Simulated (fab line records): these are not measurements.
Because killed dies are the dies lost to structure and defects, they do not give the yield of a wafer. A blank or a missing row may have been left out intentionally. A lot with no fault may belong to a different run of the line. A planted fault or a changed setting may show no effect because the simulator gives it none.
Which tool did it? -- flow berkeley cmos170 -- 15 lots (45 wafers sampled), 1 step of a 331-step route

== WHAT THE GAUGES READ, wafer by wafer ==
The record lacks any reading of a measuring or inspecting step that a usual standard deviation could be used to judge.

== TOOL THAT RAN EACH LOT (tool first, then ch and the chambers of the sampled wafers, then the start) ==
lot,UCB170_SACOX_OXIDATION_01
L886,"furnace-01 ch 0, day 5 12:23"
L888,"furnace-04 ch 0, day 5 19:22"
L889,"furnace-04 ch 0, day 5 19:22"
L891,"furnace-04 ch 0, day 6 03:52"
L893,"furnace-01 ch 0, day 6 15:49"
L894,"furnace-04 ch 0, day 7 00:49"
L895,"furnace-01 ch 0, day 7 08:25"
L898,"furnace-04 ch 0, day 7 17:35"
L900,"furnace-03, day 8 08:38"
L901,"furnace-03, day 8 08:38"
L902,"furnace-01, day 8 13:08"
L905,"furnace-03 ch 0, day 9 06:56"
L906,"furnace-01 ch 0, day 9 17:16"
L907,"furnace-01 ch 0, day 9 17:16"
L909,"furnace-03 ch 0, day 9 23:35"
- UCB170_SACOX_OXIDATION_01: target thk 14.4 nm, ox time 2400 s.

== AS READ BY THE TOOLS THEMSELVES (means over the sampled wafers that have a number; for cases with no such wafer, the mark the record gives instead) ==
UCB170_SACOX_OXIDATION_01.
lot,tool,ox temp c (C),ox temp c max,tube center temp C (C)
L886,furnace-01,899.7,903.8,900.01
L888,furnace-04,900.1,905.9,899.97
L889,furnace-04,900.4,907.2,900.03
L891,furnace-04,900.2,906.1,900.03
L893,furnace-01,900.0,904.2,900.06
L894,furnace-04,900.3,906.4,899.95
L895,furnace-01,900.3,904.2,899.98
L898,furnace-04,900.0,907.0,900.01
L900,furnace-03,-,-,-
L901,furnace-03,-,-,-
L902,furnace-01,-,-,-
L905,furnace-03,900.4,903.9,899.95
L906,furnace-01,900.3,903.9,900.02
L907,furnace-01,899.7,903.6,900.15
L909,furnace-03,899.9,904.0,899.98

== THE ANSWER, worked out from the rows above alone ==
Rule: the usual values come from the lots themselves. Put in order of their means at a reading, lots are off if they are a third of the lots or fewer, leave a main group of 4 or more, and stand apart from it by a gap of 3 or more times the standard deviation of the main group's means; of several such gaps the widest counts. A main group whose means are all the same, to the digits that the tables above print for the reading, isn't used. A lot without any number at a reading at which 4 lots or more have one is off too. Where the step has rows for the other lots, those lots are counted as sound. Order of review: gauges by route order, followed by the tools' own readings, for which a lot's mean as printed above is used. At the first step where some lot is off, the reading lying furthest off is the one used; lots without a number count as furthest.
Off, at UCB170_SACOX_OXIDATION_01 on ox temp c: L900, L901, L902. Without a number there: L900, L901, L902. Main group: mean 900.1 C, sd 0.24.
If a tool, at that step or one of the process steps before it, ran each lot that is off and ran no sound lot following the first of them, it fits. No candidate that was tried fits.

== WHAT HAD BEEN PUT IN BY THE SIMULATOR ==
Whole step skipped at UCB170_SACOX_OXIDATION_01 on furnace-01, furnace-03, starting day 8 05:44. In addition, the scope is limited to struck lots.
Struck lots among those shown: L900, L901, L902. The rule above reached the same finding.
